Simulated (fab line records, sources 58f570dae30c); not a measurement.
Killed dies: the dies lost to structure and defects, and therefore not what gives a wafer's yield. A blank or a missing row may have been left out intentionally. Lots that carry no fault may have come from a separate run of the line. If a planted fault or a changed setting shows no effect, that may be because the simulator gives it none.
Chamber matching    flow berkeley_cmos170    rie_si-02 running UCB170_GATE_ETCH_15: 4 sister chambers
The step etches poly-Si in HBr/Cl2, stops on SiO2, time 56.3 s, target depth 278.2 nm. 4 wafers are shown with their chamber, then 7 later ones without.

WAFERS, EACH WITH ITS CHAMBER
wafer   chamber  throttle_valve_pct (%)
L106.3  2        26.28
L112.1  0        26.58
L112.2  1        26.22
L114.5  3        26.57

WAFERS WITHOUT THEIR CHAMBER
wafer   throttle_valve_pct (%)
L114.6  26.31
L115.2  26.29
L115.3  26.22
L115.6  26.28
L124.1  26.57
L124.4  26.29
L124.5  26.58

WHICH CHAMBER EACH WENT THROUGH
wafer   from the rows above      in truth
L114.6  2                        2
L115.2  2                        2
L115.3  1                        1
L115.6  2                        2
L124.1  can't be placed: 3 or 0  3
L124.4  2                        2
L124.5  can't be placed: 0 or 3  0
Placed correctly: 5 of 7. From these rows, 2 cannot be placed; in 2 the true chamber is one of the candidates. 0 placed wrongly.
How it was worked out, from the rows above alone: a wafer's distance from a chamber is the root of the sum, over the readings, of the square of ((its reading less the chamber's mean) divided by the reading's scatter). If the next closest chamber is less than 2 further off than the closest, the wafer can't be placed; otherwise it belongs to the closest. For every chamber, the mean is computed from those of its wafers that are shown. The scatter: root of mean squared gap, hidden wafer to nearest shown wafer, with one shown wafer a chamber.
